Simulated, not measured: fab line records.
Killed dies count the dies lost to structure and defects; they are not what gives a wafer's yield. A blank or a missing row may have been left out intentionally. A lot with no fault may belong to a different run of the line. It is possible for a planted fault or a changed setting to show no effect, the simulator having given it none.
The same fault as seen by 2 desks | flow berkeley cmos170 | every desk sees just its own numbers, and what lay behind them comes last

== DESK OF THE TOOL OWNER: rie si-01 ==
The tool's own readings at UCB170_GATE_ETCH_15 (etches poly-Si in HBr/Cl2, stops on SiO2, time 56.3 s, target depth 278.2 nm): means of the sampled wafers that have a number, for each lot that ran on this tool. Marked OUT: a lot whose mean sits more than 4 standard deviations from the usual mean, which makes it out of limits; the brackets give that distance.
Columns: A = drypump motor current A at UCB170_GATE_ETCH_15, usual 5.4 A; B = oes product au at UCB170_GATE_ETCH_15, usual 0.832 a.u.; C = rf fwd power W at UCB170_GATE_ETCH_15, usual 297.5 W; D = throttle valve pct at UCB170_GATE_ETCH_15, usual 26.38 %
lot  | first seen here | A   | B     | C               | D
L339 | day 8 13:17     | 5.7 | 0.833 | 297.1           | 26.21
L347 | day 9 22:12     | 5.8 | 0.826 | 345.5 (+48) OUT | 26.18
L345 | day 9 22:34     | 5.9 | 0.824 | 346.5 (+49) OUT | 26.23
Finding of this desk: L345, L347 out of limits; the first was L347 at day 9 22:12, on rf fwd power W at UCB170_GATE_ETCH_15. In limits: L339.

== FROM THE METROLOGY DESK ==
What the gauges read for every lot (on any tool): the sampled wafers with a number, averaged. Marked OUT: a lot whose mean sits more than 4 standard deviations from the usual mean, which makes it out of limits; the brackets give that distance.
Columns: A = GATE_POLY_THK at UCB170_GATE_THK_MEAS_05, usual 214.6 nm; B = cd nm at UCB170_GATE_CD_MEAS_12, usual 350.0 nm; C = GATE_OVL at UCB170_GATE_OVL_MEAS_13, usual 3 nm
lot  | first seen here | A     | B     | C
L337 | day 7 20:12     | 218.0 | 350.8 | 6
L339 | day 8 11:34     | 212.7 | 348.4 | 11
L347 | day 9 20:28     | 213.5 | 349.0 | 6
L345 | day 9 20:31     | 211.6 | 349.8 | -7
L350 | day 10 23:49    | 210.9 | 349.3 | 4
L354 | day 11 12:49    | 215.3 | 350.2 | 3
This desk's finding: nothing out of limits on any of the 6 lots.

== BROUGHT TOGETHER ==
On L345, L347, at day 9 22:12, an alarm was possible from the tool owner's desk.
Metrology desk: nothing out of limits seen.
The metrology desk has L345, L347 on record, within its limits.
The lots listed all ran UCB170_GATE_ETCH_15 on rie si-01.

== WHAT THE SIMULATOR HAD PUT IN ==
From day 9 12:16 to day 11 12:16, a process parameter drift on rie si-01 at UCB170_GATE_ETCH_15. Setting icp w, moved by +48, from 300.
Lots struck among those shown: L345, L347.
Delay in hours, fault start to first out-of-limits reading, by desk: the tool owner's desk at 10.
